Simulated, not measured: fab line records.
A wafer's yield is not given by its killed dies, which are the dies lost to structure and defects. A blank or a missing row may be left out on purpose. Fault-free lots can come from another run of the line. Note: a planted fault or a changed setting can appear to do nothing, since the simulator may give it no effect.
fab line records | flow berkeley_cmos170
[record] lots = 15 | wafers = 45 | last_day = 14
route steps=331 shown WELLDRIVE@57 PFIELD@85 NVT@112 PVT@123 GATE@128
lots untouched by any fault: they come from a run of this same line in which no faults occurred
start_h: hours from the record's first day to the start of the lot's first wafer shown | wait_h: hours from the lot's prior step to this one | " unchanged from the row above | L1.1+2: a row that stands for several wafers | - no value, or no start given | * or withheld: withheld | < > ~ a bound
route shown NAME@n: a module of which the file shows steps, and the number in the route of the first | usual: mean/standard deviation of fault-free wafers | same: alike in all rows | chamber/n: place in a boat | sites: per-site readings | _std_site: the standard deviation of these | _edge_site: inner sites' mean taken away from outer sites' mean | radius_mm: how far each site lies from the wafer's centre | mask NAME#n: copy n | behind: the most recent tool/chamber to have shaped the wafer | hold: why the lot went on hold/how many hours it stayed there/how the hold came to an end | device: names the non-switching transistor (n, p or np) | end of line: tests of these same wafers at the route's end | where a step has no rows: the recipe by itself | killed: the dies lost at the first sort to structure and to defects; this is not the yield of the wafer | map: per-die view of a wafer (x killed, . not killed, _ where there is no die)
set.NAME: the setting that was run; set.NAME@STEP: the one run at that earlier step | model.NAME: the simulator's own value behind a step, which no gauge read
a sample of lots followed through the steps of the route, with each step as a table and each wafer as a row
services: from which hour (start_h, from the record's first day; less than 0 if before it) a tool's chamber was out of use, for how many hours, and why
[[steps]]
[step UCB170_WELLDRIVE_THK_MEAS_02]
[recipe] reads = SiO2_of_WELLDRIVE_OXIDATION_01
[usual] WELLDRIVE_OXIDE_THK = 199/4.3
lot.wafer | tool          | chamber | start_h | wait_h | WELLDRIVE_OXIDE_THK[nm]
L673.1    | film_metro-03 | -       | 68.62   | 0.0    | 195
L673.2    | "             | -       | "       | "      | 200
L673.3    | "             | -       | "       | "      | 194
L674.2    | film_metro-03 | -       | 78.67   | 0.0    | 204
L674.3    | "             | -       | "       | "      | 203
L674.4    | "             | -       | "       | "      | 201
L675.1    | film_metro-04 | -       | 84.66   | 0.0    | 197
L675.2    | "             | -       | "       | "      | 198
L675.4    | "             | -       | "       | "      | 198
L676.1    | film_metro-03 | -       | 84.66   | 0.0    | 195
L676.2    | "             | -       | "       | "      | 193
L676.4    | "             | -       | "       | "      | 197
L678.1    | film_metro-04 | -       | 95.34   | 0.0    | 192
L678.5    | "             | -       | "       | "      | 193
L678.6    | "             | -       | "       | "      | 191
L681.1    | film_metro-04 | -       | 116.03  | 0.0    | 196
L681.5    | "             | -       | "       | "      | 196
L681.6    | "             | -       | "       | "      | 200
L684.1    | film_metro-02 | -       | 125.34  | 0.0    | 199
L684.2    | "             | -       | "       | "      | 200
L684.6    | "             | -       | "       | "      | 201
L685.1    | film_metro-04 | -       | 137.88  | 0.0    | 198
L685.2    | "             | -       | "       | "      | 196
L685.5    | "             | -       | "       | "      | 200
L688.1    | film_metro-02 | -       | 148.23  | 0.0    | 204
L688.2    | "             | -       | "       | "      | 204
L688.3    | "             | -       | "       | "      | 202
L687.2    | film_metro-03 | -       | 148.24  | 0.0    | 201
L687.4    | "             | -       | "       | "      | 198
L687.5    | "             | -       | "       | "      | 200
L690.1    | film_metro-02 | -       | 169.97  | 0.0    | 202
L690.4    | "             | -       | "       | "      | 203
L690.6    | "             | -       | "       | "      | 202
L692.1    | film_metro-04 | -       | 181.55  | 0.0    | 200
L692.4    | "             | -       | "       | "      | 203
L692.5    | "             | -       | "       | "      | 202
L691.3    | film_metro-02 | -       | 181.57  | 0.0    | 203
L691.5    | "             | -       | "       | "      | 206
L691.6    | "             | -       | "       | "      | 208
L693.1    | film_metro-03 | -       | 196.12  | 0.0    | 194
L693.2    | "             | -       | "       | "      | 194
L693.3    | "             | -       | "       | "      | 194
L694.2    | film_metro-04 | -       | 196.13  | 0.0    | 194
L694.4    | "             | -       | "       | "      | 193
L694.6    | "             | -       | "       | "      | 196
[step UCB170_PFIELD_OVL_MEAS_06]
[usual] PFIELD_OVL = -3/4.8
lot.wafer | tool       | chamber | start_h | wait_h | PFIELD_OVL[nm]
L673.1    | overlay-02 | -       | 88.65   | -      | -4
L673.2    | "          | -       | "       | "      | 5
L673.3    | "          | -       | "       | "      | -2
L674.2    | overlay-01 | -       | 96.96   | -      | 0
L674.3    | "          | -       | "       | "      | 5
L674.4    | "          | -       | "       | "      | 3
L675.1    | overlay-02 | -       | 109.63  | -      | -2
L675.2    | "          | -       | "       | "      | -1
L675.4    | "          | -       | "       | "      | -1
L676.1    | overlay-01 | -       | 109.91  | -      | -14
L676.2    | "          | -       | "       | "      | -9
L676.4    | "          | -       | "       | "      | -1
L678.1    | overlay-01 | -       | 117.42  | -      | -2
L678.5    | "          | -       | "       | "      | -6
L678.6    | "          | -       | "       | "      | -7
L681.1    | overlay-01 | -       | 149.05  | -      | 1
L681.5    | "          | -       | "       | "      | 3
L681.6    | "          | -       | "       | "      | -1
L684.1    | overlay-01 | -       | 160.54  | -      | -1
L684.2    | "          | -       | "       | "      | -1
L684.6    | "          | -       | "       | "      | -2
L685.1    | overlay-02 | -       | 172.87  | -      | -2
L685.2    | "          | -       | "       | "      | -5
L685.5    | "          | -       | "       | "      | 4
L688.1    | overlay-02 | -       | 184.34  | -      | -5
L688.2    | "          | -       | "       | "      | -7
L688.3    | "          | -       | "       | "      | -5
L687.2    | overlay-01 | -       | 184.46  | -      | 0
L687.4    | "          | -       | "       | "      | -4
L687.5    | "          | -       | "       | "      | 1
L690.1    | overlay-01 | -       | 201.06  | -      | -5
L690.4    | "          | -       | "       | "      | -15
L690.6    | "          | -       | "       | "      | -4
L692.1    | overlay-02 | -       | 212.67  | -      | 3
L692.4    | "          | -       | "       | "      | -9
L692.5    | "          | -       | "       | "      | -7
L691.3    | overlay-01 | -       | 212.86  | -      | -8
L691.5    | "          | -       | "       | "      | -8
L691.6    | "          | -       | "       | "      | -1
L693.1    | overlay-01 | -       | 226.45  | -      | -4
L693.2    | "          | -       | "       | "      | -4
L693.3    | "          | -       | "       | "      | -1
L694.2    | overlay-01 | -       | 226.79  | -      | 0
L694.4    | "          | -       | "       | "      | 1
L694.6    | "          | -       | "       | "      | 3
[step UCB170_NVT_STRIP_08]
[recipe] chemistry = O2 | power_w = 400 | pressure_mtorr = 3500 | platen_temp_c = withheld | o2_flow_sccm = 400 | overash_fraction = 0.5
[usual] chamber_pressure_mTorr = 3500/3.5 | drypump_motor_current_A = 5.8/0.41 | oes_product_au = 0.734/0.0045 | strip_time_to_endpoint_s = 21.61/0.058
lot.wafer | tool            | chamber | start_h | wait_h | chamber_pressure_mTorr | drypump_motor_current_A | oes_product_au | rf_hours_counter_h | strip_time_to_endpoint_s
L673.1    | plasma_asher-01 | 1       | 129.32  | 0.1    | 3498                   | 5.7                     | 0.740          | 34                 | 21.55
L673.2    | "               | 0       | "       | "      | 3502                   | 5.4                     | 0.736          | 34                 | 21.53
L673.3    | "               | 1       | "       | "      | 3495                   | 5.8                     | 0.730          | -                  | 21.61
L674.2    | plasma_asher-01 | 0       | 144.51  | 0.1    | 3499                   | 5.5                     | 0.735          | 35                 | 21.69
L674.3    | "               | 0       | "       | "      | 3500                   | 5.4                     | 0.737          | -                  | 21.63
L674.4    | "               | 1       | "       | "      | 3504                   | 5.8                     | 0.741          | -                  | 21.63
L675.1    | plasma_asher-04 | 0       | 162.28  | 0.1    | 3504                   | 5.4                     | 0.736          | 44                 | 21.56
L675.2    | "               | 1       | "       | "      | 3499                   | 5.5                     | 0.738          | 44                 | 21.60
L675.4    | "               | 1       | "       | "      | 3500                   | 5.5                     | 0.736          | -                  | 21.55
L678.1    | plasma_asher-01 | 1       | 162.43  | 0.1    | 3498                   | 5.8                     | 0.732          | 36                 | 21.65
L678.5    | "               | 1       | "       | "      | 3496                   | 5.8                     | 0.731          | -                  | 21.54
L678.6    | "               | 0       | "       | "      | 3501                   | 5.4                     | 0.728          | -                  | 21.61
L676.1    | plasma_asher-04 | 0       | 162.67  | 0.1    | 3498                   | 5.4                     | 0.732          | 44                 | 21.60
L676.2    | "               | 1       | "       | "      | 3497                   | 5.5                     | 0.736          | 44                 | 21.66
L676.4    | "               | 0       | "       | "      | 3500                   | 5.4                     | 0.740          | -                  | 21.59
L681.1    | plasma_asher-03 | 0       | 203.88  | 0.1    | -                      | -                       | -              | -                  | -
L681.5    | "               | 1       | "       | "      | -                      | -                       | -              | -                  | -
L681.6    | "               | 0       | "       | "      | -                      | -                       | -              | -                  | -
L685.1    | plasma_asher-03 | 0       | 221.10  | 0.1    | -                      | -                       | -              | -                  | -
L685.2    | "               | 1       | "       | "      | -                      | -                       | -              | -                  | -
L685.5    | "               | 0       | "       | "      | -                      | -                       | -              | -                  | -
L684.1    | plasma_asher-04 | 1       | 221.34  | 0.1    | -                      | -                       | -              | -                  | -
L684.2    | "               | 0       | "       | "      | -                      | -                       | -              | -                  | -
L684.6    | "               | 0       | "       | "      | -                      | -                       | -              | -                  | -
L688.1    | plasma_asher-03 | 1       | 234.89  | 0.1    | 3503                   | 6.4                     | 0.730          | 11                 | 21.57
L688.2    | "               | 0       | "       | "      | 3504                   | 5.6                     | 0.736          | 11                 | 21.57
L688.3    | "               | 0       | "       | "      | 3499                   | 5.6                     | 0.733          | -                  | 21.57
L687.2    | plasma_asher-03 | 0       | 235.00  | 0.1    | 3495                   | 5.6                     | 0.736          | 11                 | 21.67
L687.4    | "               | 1       | "       | "      | 3499                   | 6.4                     | 0.743          | -                  | 21.64
L687.5    | "               | 1       | "       | "      | 3496                   | 6.4                     | 0.742          | -                  | 21.65
L690.1    | plasma_asher-04 | 0       | 257.39  | 0.1    | 3497                   | 5.4                     | 0.735          | 55                 | 21.59
L690.4    | "               | 0       | "       | "      | 3505                   | 5.4                     | 0.734          | -                  | 21.55
L690.6    | "               | 1       | "       | "      | 3502                   | 5.5                     | 0.734          | -                  | 21.55
L691.3    | plasma_asher-03 | 0       | 267.34  | 0.1    | 3505                   | 5.6                     | 0.733          | -                  | 21.69
L691.5    | "               | 0       | "       | "      | 3505                   | 5.6                     | 0.731          | -                  | 21.64
L691.6    | "               | 1       | "       | "      | 3502                   | 6.5                     | 0.727          | -                  | 21.62
L692.1    | plasma_asher-04 | 1       | 267.55  | 0.1    | 3496                   | 5.5                     | 0.734          | 56                 | 21.61
L692.4    | "               | 0       | "       | "      | 3496                   | 5.4                     | 0.736          | -                  | 21.70
L692.5    | "               | 1       | "       | "      | 3503                   | 5.5                     | 0.741          | -                  | 21.62
L693.1    | plasma_asher-04 | 1       | 276.97  | 0.1    | 3496                   | 5.5                     | 0.730          | 57                 | 21.54
L693.2    | "               | 0       | "       | "      | 3493                   | 5.4                     | 0.729          | 57                 | 21.57
L693.3    | "               | 1       | "       | "      | 3499                   | 5.5                     | 0.735          | -                  | 21.57
L694.2    | plasma_asher-03 | 1       | 277.50  | 0.1    | 3502                   | 6.4                     | 0.733          | 16                 | 21.60
L694.4    | "               | 1       | "       | "      | 3497                   | 6.4                     | 0.739          | -                  | 21.70
L694.6    | "               | 0       | "       | "      | 3502                   | 5.6                     | 0.738          | -                  | 21.62
[step UCB170_PVT_STRIP_08]
[recipe] chemistry = O2 | power_w = 400 | pressure_mtorr = 3500 | platen_temp_c = withheld | o2_flow_sccm = 400 | overash_fraction = 0.5
[usual] chamber_pressure_mTorr = 3500/3.2 | drypump_motor_current_A = 5.7/0.35 | oes_product_au = 0.734/0.0047 | strip_time_to_endpoint_s = 21.61/0.056
lot.wafer | tool            | chamber | start_h | wait_h | chamber_pressure_mTorr | drypump_motor_current_A | oes_product_au | rf_hours_counter_h | strip_time_to_endpoint_s
L673.1    | plasma_asher-03 | 0       | 131.02  | 0.1    | 3501                   | 5.6                     | 0.734          | 1                  | 21.58
L673.2    | "               | 1       | "       | "      | 3500                   | 6.5                     | 0.735          | 1                  | 21.64
L673.3    | "               | 0       | "       | "      | 3502                   | 5.6                     | 0.741          | -                  | 21.63
L674.2    | plasma_asher-04 | 0       | 145.87  | 0.1    | 3496                   | 5.4                     | 0.736          | 43                 | 21.66
L674.3    | "               | 1       | "       | "      | 3502                   | 5.5                     | 0.743          | -                  | 21.62
L674.4    | "               | 0       | "       | "      | 3508                   | 5.5                     | 0.737          | -                  | 21.61
L675.1    | plasma_asher-04 | 1       | 163.80  | 0.1    | 3504                   | 5.5                     | 0.735          | 45                 | 21.57
L675.2    | "               | 0       | "       | "      | 3500                   | 5.4                     | 0.740          | 45                 | 21.66
L675.4    | "               | 0       | "       | "      | 3496                   | 5.4                     | 0.733          | -                  | 21.54
L678.1    | plasma_asher-03 | 1       | 164.04  | 0.1    | 3503                   | 6.4                     | 0.737          | 4                  | 21.68
L678.5    | "               | 0       | "       | "      | 3501                   | 5.6                     | 0.740          | -                  | 21.62
L678.6    | "               | 1       | "       | "      | 3503                   | 6.4                     | 0.737          | -                  | 21.60
L676.1    | plasma_asher-02 | 0       | 164.28  | 0.1    | 3498                   | 5.9                     | 0.739          | 41                 | 21.63
L676.2    | "               | 1       | "       | "      | 3500                   | 5.7                     | 0.736          | 41                 | 21.55
L676.4    | "               | 1       | "       | "      | 3500                   | 5.7                     | 0.732          | -                  | 21.59
L681.1    | plasma_asher-04 | 1       | 205.60  | 0.1    | 3502                   | 5.5                     | 0.738          | 48                 | 47.84
L681.5    | "               | 1       | "       | "      | 3503                   | 5.5                     | 0.745          | -                  | 47.91
L681.6    | "               | 0       | "       | "      | 3502                   | 5.5                     | 0.744          | -                  | 47.73
L685.1    | plasma_asher-04 | 0       | 225.87  | 0.1    | 3498                   | 5.4                     | 0.741          | 50                 | 47.76
L685.2    | "               | 1       | "       | "      | 3500                   | 5.5                     | 0.727          | 50                 | 47.87
L685.5    | "               | 0       | "       | "      | 3503                   | 5.4                     | 0.738          | -                  | 47.99
L684.1    | plasma_asher-04 | 0       | 226.36  | 0.1    | 3502                   | 5.4                     | 0.744          | 50                 | 47.75
L684.2    | "               | 1       | "       | "      | 3504                   | 5.5                     | 0.748          | 50                 | 47.72
L684.6    | "               | 1       | "       | "      | 3501                   | 5.5                     | 0.735          | -                  | 47.63
L688.1    | plasma_asher-02 | 0       | 237.68  | 0.1    | 3506                   | 5.9                     | 0.737          | 47                 | 21.51
L688.2    | "               | 1       | "       | "      | 3500                   | 5.6                     | 0.736          | 47                 | 21.52
L688.3    | "               | 0       | "       | "      | 3506                   | 5.9                     | 0.737          | -                  | 21.55
L687.2    | plasma_asher-03 | 1       | 237.79  | 0.1    | 3500                   | 6.4                     | 0.730          | 11                 | 21.64
L687.4    | "               | 1       | "       | "      | 3499                   | 6.4                     | 0.735          | -                  | 21.65
L687.5    | "               | 0       | "       | "      | 3497                   | 5.6                     | 0.739          | -                  | 21.62
L690.1    | plasma_asher-02 | 1       | 258.88  | 0.1    | 3503                   | 5.6                     | 0.733          | 49                 | 21.64
L690.4    | "               | 1       | "       | "      | 3500                   | 5.7                     | 0.734          | -                  | 21.68
L690.6    | "               | 0       | "       | "      | 3501                   | 5.9                     | 0.722          | -                  | 21.63
L691.3    | plasma_asher-04 | 1       | 270.68  | 0.1    | 3500                   | 5.5                     | 0.739          | -                  | 21.57
L691.5    | "               | 1       | "       | "      | 3499                   | 5.5                     | 0.724          | -                  | 21.55
L691.6    | "               | 0       | "       | "      | 3501                   | 5.4                     | 0.732          | -                  | 21.54
L692.1    | plasma_asher-03 | 1       | 270.76  | 0.1    | 3503                   | 6.4                     | 0.729          | 15                 | 21.68
L692.4    | "               | 0       | "       | "      | 3509                   | 5.6                     | 0.725          | -                  | 21.64
L692.5    | "               | 1       | "       | "      | 3498                   | 6.5                     | 0.738          | -                  | 21.64
L693.1    | plasma_asher-03 | 1       | 280.25  | 0.1    | 3500                   | 6.5                     | 0.739          | 17                 | 21.61
L693.2    | "               | 0       | "       | "      | 3499                   | 5.6                     | 0.738          | 17                 | 21.56
L693.3    | "               | 1       | "       | "      | 3499                   | 6.4                     | 0.732          | -                  | 21.59
L694.2    | plasma_asher-03 | 0       | 280.68  | 0.1    | 3504                   | 5.6                     | 0.736          | 17                 | 21.69
L694.4    | "               | 0       | "       | "      | 3496                   | 5.6                     | 0.727          | -                  | 21.65
L694.6    | "               | 1       | "       | "      | 3505                   | 6.4                     | 0.729          | -                  | 21.62
[step UCB170_PVT_TW_MEAS_09]
[usual] PVT_TW = 505/4.6
lot.wafer | tool          | chamber | start_h | wait_h | PVT_TW
L673.1    | film_metro-01 | -       | 131.12  | 0.1    | 503
L673.2    | "             | -       | "       | "      | 503
L673.3    | "             | -       | "       | "      | 506
L674.2    | film_metro-04 | -       | 145.98  | 0.1    | 508
L674.3    | "             | -       | "       | "      | 510
L674.4    | "             | -       | "       | "      | 511
L675.1    | film_metro-04 | -       | 163.90  | 0.1    | 509
L675.2    | "             | -       | "       | "      | 508
L675.4    | "             | -       | "       | "      | 509
L678.1    | film_metro-01 | -       | 164.14  | 0.1    | 506
L678.5    | "             | -       | "       | "      | 504
L678.6    | "             | -       | "       | "      | 505
L676.1    | film_metro-03 | -       | 164.38  | 0.1    | 502
L676.2    | "             | -       | "       | "      | 499
L676.4    | "             | -       | "       | "      | 503
L681.1    | film_metro-01 | -       | 205.70  | 0.1    | 30
L681.5    | "             | -       | "       | "      | 30
L681.6    | "             | -       | "       | "      | 30
L685.1    | film_metro-04 | -       | 225.97  | 0.1    | 30
L685.2    | "             | -       | "       | "      | 30
L685.5    | "             | -       | "       | "      | 30
L684.1    | film_metro-03 | -       | 226.46  | 0.1    | 29
L684.2    | "             | -       | "       | "      | 29
L684.6    | "             | -       | "       | "      | 30
L688.1    | film_metro-03 | -       | 237.78  | 0.1    | 500
L688.2    | "             | -       | "       | "      | 496
L688.3    | "             | -       | "       | "      | 497
L687.2    | film_metro-01 | -       | 237.90  | 0.1    | 505
L687.4    | "             | -       | "       | "      | 504
L687.5    | "             | -       | "       | "      | 501
L690.1    | film_metro-03 | -       | 258.98  | 0.1    | 503
L690.4    | "             | -       | "       | "      | 502
L690.6    | "             | -       | "       | "      | 501
L691.3    | film_metro-01 | -       | 270.76  | 0.1    | 504
L691.5    | "             | -       | "       | "      | 501
L691.6    | "             | -       | "       | "      | 504
L692.1    | film_metro-04 | -       | 270.86  | 0.1    | 510
L692.4    | "             | -       | "       | "      | 510
L692.5    | "             | -       | "       | "      | 509
L693.1    | film_metro-03 | -       | 280.35  | 0.1    | 502
L693.2    | "             | -       | "       | "      | 505
L693.3    | "             | -       | "       | "      | 507
L694.2    | film_metro-03 | -       | 280.79  | 0.1    | 502
L694.4    | "             | -       | "       | "      | 505
L694.6    | "             | -       | "       | "      | 501
[step UCB170_GATE_THK_MEAS_02]
[recipe] reads = SiO2_of_GATE_OXIDATION_01
[usual] GATE_OXIDE_THK = 6.59/0.12
lot.wafer | tool          | chamber | start_h | wait_h | GATE_OXIDE_THK[nm]
L673.1    | film_metro-03 | -       | 142.67  | 0.0    | 6.44
L673.2    | "             | -       | "       | "      | 6.40
L673.3    | "             | -       | "       | "      | 6.32
L674.2    | film_metro-04 | -       | 155.59  | 0.0    | 6.65
L674.3    | "             | -       | "       | "      | 6.66
L674.4    | "             | -       | "       | "      | 6.67
L675.1    | film_metro-04 | -       | 176.82  | 0.0    | 6.49
L675.2    | "             | -       | "       | "      | 6.56
L675.4    | "             | -       | "       | "      | 6.52
L678.1    | film_metro-03 | -       | 176.83  | 0.0    | 6.52
L678.5    | "             | -       | "       | "      | 6.67
L678.6    | "             | -       | "       | "      | 6.69
L676.1    | film_metro-02 | -       | 176.88  | 0.1    | 6.61
L676.2    | "             | -       | "       | "      | 6.56
L676.4    | "             | -       | "       | "      | 6.55
L681.1    | film_metro-04 | -       | 214.13  | 0.0    | 6.51
L681.5    | "             | -       | "       | "      | 6.66
L681.6    | "             | -       | "       | "      | 6.62
L685.1    | film_metro-04 | -       | 235.12  | 0.0    | 6.55
L685.2    | "             | -       | "       | "      | 6.60
L685.5    | "             | -       | "       | "      | 6.60
L684.1    | film_metro-02 | -       | 235.16  | 0.0    | 6.47
L684.2    | "             | -       | "       | "      | 6.50
L684.6    | "             | -       | "       | "      | 6.60
L688.1    | film_metro-03 | -       | 246.45  | 0.0    | 6.56
L688.2    | "             | -       | "       | "      | 6.57
L688.3    | "             | -       | "       | "      | 6.72
L687.2    | film_metro-02 | -       | 246.46  | 0.0    | 6.46
L687.4    | "             | -       | "       | "      | 6.37
L687.5    | "             | -       | "       | "      | 6.25
L690.1    | film_metro-04 | -       | 266.33  | 0.0    | 6.69
L690.4    | "             | -       | "       | "      | 6.75
L690.6    | "             | -       | "       | "      | 6.73
L692.1    | film_metro-04 | -       | 276.80  | 0.0    | 6.62
L692.4    | "             | -       | "       | "      | 6.62
L692.5    | "             | -       | "       | "      | 6.73
L691.3    | film_metro-03 | -       | 276.82  | 0.0    | 6.70
L691.5    | "             | -       | "       | "      | 6.77
L691.6    | "             | -       | "       | "      | 6.68
L693.1    | film_metro-04 | -       | 288.67  | 0.0    | 6.71
L693.2    | "             | -       | "       | "      | 6.71
L693.3    | "             | -       | "       | "      | 6.66
L694.2    | film_metro-03 | -       | 288.68  | 0.0    | 6.68
L694.4    | "             | -       | "       | "      | 6.62
L694.6    | "             | -       | "       | "      | 6.76
[[services]]
tool            | chamber | start_h | hours | kind
plasma_asher-03 | -       | 108.75  | 9.0   | pm
plasma_asher-03 | 0       | 108.75  | 9.0   | vent_cycle
plasma_asher-03 | 1       | 108.75  | 9.0   | vent_cycle
plasma_asher-03 | 0       | 117.75  | -     | clean
plasma_asher-03 | 1       | 117.75  | -     | clean
plasma_asher-02 | -       | 148.37  | 3.1   | repair
plasma_asher-01 | -       | 162.75  | 2.8   | pm
plasma_asher-01 | -       | 193.64  | 109.0 | repair
plasma_asher-02 | -       | 231.04  | 4.2   | repair
[[key]]
[first_sign] step = UCB170_NVT_STRIP_08 | reading = tool_record | direction = missing
[effect] step = UCB170_PVT_STRIP_08 | reading = strip_time_to_endpoint_s | direction = up | sigmas = 99+ | usual = * | struck = *
[effect] step = UCB170_PVT_TW_MEAS_09 | reading = PVT_TW | direction = down | sigmas = 99+ | usual = 505 | struck = 30
met_at UCB170_NVT_STRIP_08
struck_lots L681,L684,L685
sort_left_out L681.1,L681.5,L681.6,L684.1,L684.2,L684.6,L685.1,L685.2,L685.5
tester_left_out L681,L684,L685
not_acting_at UCB170_WELLDRIVE_THK_MEAS_02,UCB170_PFIELD_OVL_MEAS_06,UCB170_GATE_THK_MEAS_02
onset_between 162.67 203.88
[fault] kind = skipped_step_whole | tool = plasma_asher-03,plasma_asher-04 | chamber = - | onset_h = 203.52 | steps = UCB170_NVT_STRIP_08 | scope = struck_lots_only
// tester_left_out: of these lots the tester's yield and bins aren't shown, on N5 and GAA mostly nor the transistor test; their killed dies are dies lost to structure and defects alone, not to doping, threshold or leakage, so they don't give the yield
// sort_left_out: the simulated sort isn't trusted on such a fault, so these wafers' sort isn't shown, and their yield isn't known
